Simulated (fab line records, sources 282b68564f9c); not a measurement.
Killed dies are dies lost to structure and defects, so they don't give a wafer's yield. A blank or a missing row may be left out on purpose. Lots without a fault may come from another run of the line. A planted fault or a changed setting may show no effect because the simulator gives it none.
Which tool did it? | flow rit_cmos | 14 lots, 42 wafers sampled, at 5 steps of a route of 202

WHAT THE GAUGES READ, wafer by wafer
RIT_ACTIVE_BOW_MEAS_00. Usual: INCOMING_BOW 0 um, standard deviation 5.7.
lot  | measured    | on            | INCOMING_BOW (um) | flag
L417 | day 1 10:00 | film_metro-02 | 5 7 7             |
L418 | day 1 15:01 | film_metro-01 | 2 3 -1            |
L419 | day 1 20:00 | film_metro-02 | -4 -10 0          |
L420 | day 2 01:01 | film_metro-02 | 3 -6 6            |
L421 | day 2 06:00 | film_metro-01 | -1 8 -21          |
L423 | day 2 16:00 | film_metro-02 | -2 -13 -2         |
L424 | day 2 21:01 | film_metro-04 | -1 2 4            |
L426 | day 3 07:00 | film_metro-01 | 4 -3 -8           |
L427 | day 3 12:00 | film_metro-01 | -4 5 0            |
L430 | day 4 03:01 | film_metro-04 | 6 2 5             |
L436 | day 5 09:01 | film_metro-04 | -8 5 -1           |
L437 | day 5 14:02 | film_metro-04 | 2 -8 4            |
L438 | day 5 19:01 | film_metro-02 | 3 0 2             |
L440 | day 6 05:00 | film_metro-02 | -8 -13 -6         |

RIT_NLDD_TW_MEAS_10. Usual: NLDD_TW 2495, standard deviation 20.
lot  | measured    | on            | NLDD_TW        | flag
L417 | day 2 21:44 | film_metro-04 | 2494 2496 2497 |
L418 | day 3 00:32 | film_metro-02 | 2526 2513 2511 |
L419 | day 3 05:50 | film_metro-01 | 2465 2470 2471 |
L420 | day 3 09:53 | film_metro-04 | 2499 2507 2480 |
L421 | day 3 18:04 | film_metro-01 | 2480 2458 2462 |
L423 | day 4 04:04 | film_metro-01 | 2479 2471 2475 |
L424 | day 4 06:35 | film_metro-01 | 2481 2491 2469 |
L426 | day 4 19:01 | film_metro-04 | 2508 2489 2493 |
L427 | day 4 22:22 | film_metro-04 | 2488 2492 2471 |
L430 | day 5 13:14 | film_metro-04 | 2475 2472 2490 |
L436 | day 7 01:57 | film_metro-04 | 2482 2487 2496 |
L437 | day 7 08:01 | film_metro-01 | 2468 2474 2470 |
L438 | day 7 08:16 | film_metro-02 | 2531 2530 2516 |
L440 | day 8 05:34 | film_metro-02 | 2521 2528 2530 |

RIT_SDANNEAL_RS_MEAS_05: measures by four-point-probe. Usual: NSD_RS 83.68 ohm/sq, standard deviation 0.24.
lot  | measured    | on            | NSD_RS (ohm/sq)   | flag
L417 | day 3 05:14 | film_metro-04 | 83.14 83.61 83.47 |
L418 | day 3 08:16 | film_metro-02 | 84.07 83.95 84.23 |
L419 | day 3 13:14 | film_metro-02 | 83.41 83.54 83.60 |
L420 | day 3 17:32 | film_metro-02 | 83.94 83.70 83.86 |
L421 | day 4 02:53 | film_metro-01 | 83.65 83.51 83.50 |
L423 | day 4 11:25 | film_metro-01 | 83.62 83.88 83.48 |
L424 | day 4 14:25 | film_metro-04 | 83.80 83.86 84.13 |
L426 | day 5 03:59 | film_metro-02 | 83.68 83.75 83.55 |
L427 | day 5 05:53 | film_metro-02 | 83.63 83.85 84.00 |
L430 | day 5 22:14 | film_metro-04 | 83.39 83.44 83.50 |
L436 | day 7 09:48 | film_metro-01 | 83.46 83.74 83.71 |
L437 | day 7 15:32 | film_metro-04 | 83.25 83.28 83.45 |
L438 | day 7 17:00 | film_metro-01 | 84.02 84.04 83.90 |
L440 | day 8 13:19 | film_metro-04 | 83.69 83.49 83.47 |

RIT_CONTACT_CD_MEAS_08: target cd 1000 nm. Usual: cd_nm 999.4 nm, standard deviation 1.8.
lot  | measured    | on        | cd_nm (nm)           | flag
L417 | day 3 07:19 | cd_sem-02 | 998.4 999.3 999.2    |
L418 | day 3 10:25 | cd_sem-01 | 1001.9 1002.3 1001.6 |
L419 | day 3 15:20 | cd_sem-01 | 998.9 1002.5 999.2   |
L420 | day 3 19:40 | cd_sem-02 | 998.2 996.4 997.5    |
L421 | day 4 04:50 | cd_sem-02 | 1000.5 999.7 999.7   |
L423 | day 4 13:39 | cd_sem-01 | 1001.8 1001.4 1000.8 |
L424 | day 4 16:29 | cd_sem-01 | 999.2 999.0 999.2    |
L426 | day 5 05:56 | cd_sem-02 | 930.2 929.0 929.7    | OFF
L427 | day 5 07:50 | cd_sem-01 | 945.3 946.6 946.7    | OFF
L430 | day 6 00:22 | cd_sem-02 | 995.4 997.4 996.7    |
L436 | day 7 11:53 | cd_sem-02 | 1000.2 1001.9 1001.7 |
L437 | day 7 17:29 | cd_sem-01 | 1000.1 999.8 999.6   |
L438 | day 7 18:57 | cd_sem-01 | 999.6 1002.0 998.8   |
L440 | day 8 15:24 | cd_sem-01 | 998.3 997.5 998.6    |

WHICH TOOL RAN EACH LOT (tool, then ch and the chambers of the sampled wafers, then the start)
lot  | RIT_CONTACT_EXPOSE_05
L417 | iline_stepper-01 ch 0, day 3 06:48
L418 | iline_stepper-02 ch 0, day 3 09:54
L419 | iline_stepper-01 ch 0, day 3 14:48
L420 | iline_stepper-02 ch 0, day 3 19:07
L421 | iline_stepper-02 ch 0, day 4 04:19
L423 | iline_stepper-02 ch 0, day 4 12:59
L424 | iline_stepper-01 ch 0, day 4 15:58
L426 | iline_stepper-01 ch 0, day 5 05:26
L427 | iline_stepper-01 ch 0, day 5 07:19
L430 | iline_stepper-02 ch 0, day 5 23:48
L436 | iline_stepper-02 ch 0, day 7 11:22
L437 | iline_stepper-02 ch 0, day 7 16:58
L438 | iline_stepper-02 ch 0, day 7 18:26
L440 | iline_stepper-02 ch 0, day 8 14:53
- RIT_CONTACT_EXPOSE_05: exposes mask M11, target cd 1000 nm.

WHAT THE TOOLS THEMSELVES READ (means of the sampled wafers that have a number; where no wafer has one, the mark that the record gives instead)
RIT_CONTACT_EXPOSE_05. Usual: exposure_dose_mJ_cm2 249.88, standard deviation 0.22; reticle_temp_C 22.98 C, standard deviation 0.092.
lot  | tool             | exposure_dose_mJ_cm2 | reticle_temp_C (C) | flag
L417 | iline_stepper-01 | 250.00               | 22.96              |
L418 | iline_stepper-02 | 249.91               | 23.08              |
L419 | iline_stepper-01 | 249.75               | 22.97              |
L420 | iline_stepper-02 | 249.82               | 23.05              |
L421 | iline_stepper-02 | 249.92               | 22.93              |
L423 | iline_stepper-02 | 249.78               | 22.91              |
L424 | iline_stepper-01 | 249.78               | 23.00              |
L426 | iline_stepper-01 | 195.71               | 22.92              | OFF
L427 | iline_stepper-01 | 206.51               | 22.95              | OFF
L430 | iline_stepper-02 | 249.89               | 23.00              |
L436 | iline_stepper-02 | 249.93               | 22.96              |
L437 | iline_stepper-02 | 249.85               | 23.02              |
L438 | iline_stepper-02 | 249.80               | 23.06              |
L440 | iline_stepper-02 | 249.70               | 22.97              |

THE ANSWER, worked out from the rows above alone
Rule: a lot is off if the mean of its wafers that have a number lies more than 3 standard deviations from the usual mean. A lot without any number at a reading at which 4 lots or more have one is off too. The other lots that the step has rows for count as sound. The gauges are gone through in route order, then the tools' own readings, and for those a lot's mean is taken as printed above. The first step at which some lot is off is used, and at that step the reading that is off furthest; a lot without a number counts as furthest.
Off: L426, L427, at RIT_CONTACT_CD_MEAS_08 (cd_nm).
A tool fits if, at a process step before that reading, it ran every lot that is off, and no sound lot after the first of them. The gauges at RIT_CONTACT_CD_MEAS_08 aren't tried: what is off there is off at RIT_CONTACT_EXPOSE_05 too, on other tools, and a gauge's error can't cause that. One fits: iline_stepper-01 at RIT_CONTACT_EXPOSE_05. Its last sound lot is L424 (day 4 15:58), its first lot that is off L426 (day 5 05:26): a fault that began between those two fits.
The tool's own readings at RIT_CONTACT_EXPOSE_05 bear it out: on the lots that are off they differ by more than 5 times the standard deviation of the sound lots' means. exposure_dose_mJ_cm2 reads 201.11 there against 249.84 on the sound lots.

WHAT THE SIMULATOR HAD PUT IN
Process parameter drift: iline_stepper-01, from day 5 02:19 on, at RIT_CONTACT_EXPOSE_05. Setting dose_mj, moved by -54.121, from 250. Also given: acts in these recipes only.
Lots struck among those shown: L426, L427. The rule above found the same.
